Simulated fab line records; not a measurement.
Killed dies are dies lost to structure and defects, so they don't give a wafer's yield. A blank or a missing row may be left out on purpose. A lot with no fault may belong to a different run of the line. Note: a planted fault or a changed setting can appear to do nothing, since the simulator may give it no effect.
One fault seen from 2 desks | flow berkeley cmos170 | every desk sees just its own numbers, and what lay behind them comes last

## FROM THE METROLOGY DESK
Means of the sampled wafers that have a number, per lot and without regard to the tool the lot ran on: this is what the gauges read. The brackets show how far a lot's mean lies from the usual mean; more than 4 standard deviations puts the lot out of limits, marked OUT.
Columns: A = V2_OVL at UCB170_V2_OVL_MEAS_13, usual 1 nm; B = cd nm at UCB170_M3_CD_MEAS_90, usual 698 nm
lot  | first seen here | A  | B
L309 | day 9 09:16     | 8  | 697
L312 | day 9 09:47     | 7  | 704
L311 | day 9 11:46     | 2  | 694
L314 | day 10 15:29    | -7 | 699
L316 | day 10 17:48    | 4  | 697
L317 | day 10 18:11    | 3  | 698
L315 | day 10 18:21    | -2 | 699
L319 | day 11 04:38    | -1 | 700
L318 | day 11 04:52    | 2  | 678 (-5.8) OUT
L323 | day 12 21:00    | -8 | 677 (-6.0) OUT
L328 | day 13 10:37    | 6  | 696
L329 | day 13 11:19    | 3  | 700
L331 | day 13 14:46    | -1 | 700
L332 | day 14 02:49    | -5 | 702
This desk finds L318, L323 out of limits, L318 being first, at day 11 08:11 (cd nm at UCB170_M3_CD_MEAS_90). Within limits: L309, L312, L311, L314, L316, L317, L315, L319, L328, L329, L331, L332.

## TOOL OWNER'S DESK, rie metal-04
The tool's own readings at UCB170_M3_METAL_ETCH_18 (etches Al in Cl2/BCl3, stops on SiO2, target depth 1170 nm, time 195 s): means of the sampled wafers that have a number, for each lot that ran on this tool. The brackets show how far a lot's mean lies from the usual mean; more than 4 standard deviations puts the lot out of limits, marked OUT.
Columns: A = drypump motor current A at UCB170_M3_METAL_ETCH_18, usual 5.7 A; B = he backside leak sccm at UCB170_M3_METAL_ETCH_18, usual 3.41 sccm; C = oes product au at UCB170_M3_METAL_ETCH_18, usual 0.850 a.u.; D = rf fwd power W at UCB170_M3_METAL_ETCH_18, usual 598.1 W; E = throttle valve pct at UCB170_M3_METAL_ETCH_18, usual 24.33 %
lot  | first seen here | A   | B    | C     | D                       | E
L309 | day 9 12:25     | 6.1 | 3.57 | 0.846 | 597.8                   | 24.28
L311 | day 9 14:58     | 6.2 | 3.66 | 0.843 | 596.9                   | 24.28
L317 | day 10 23:02    | 5.7 | 3.38 | 0.839 | 598.1                   | 24.21
L318 | day 11 07:52    | 5.7 | 3.35 | 0.835 | 840.7 (+99 or more) OUT | 24.22
L323 | day 13 01:49    | 5.9 | 3.45 | 0.840 | 837.8 (+99 or more) OUT | 24.24
This desk finds L318, L323 out of limits, L318 being first, at day 11 07:52 (rf fwd power W at UCB170_M3_METAL_ETCH_18). Within limits: L309, L311, L317.

## PUT TOGETHER
The tool owner's desk had the chance to raise an alarm at day 11 07:52 on L318, L323.
On L318, L323, the metrology desk was in a position to raise an alarm at day 11 08:11.
All the named lots went through UCB170_M3_METAL_ETCH_18 on rie metal-04.

## WHAT THE SIMULATOR PUT IN
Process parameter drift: rie metal-04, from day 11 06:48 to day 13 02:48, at UCB170_M3_METAL_ETCH_18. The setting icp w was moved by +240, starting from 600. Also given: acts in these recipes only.
Lots struck among those shown: L318, L323.
Time in hours from fault onset to the first out-of-limits reading at each desk: tool owner's desk 1, metrology desk 1.
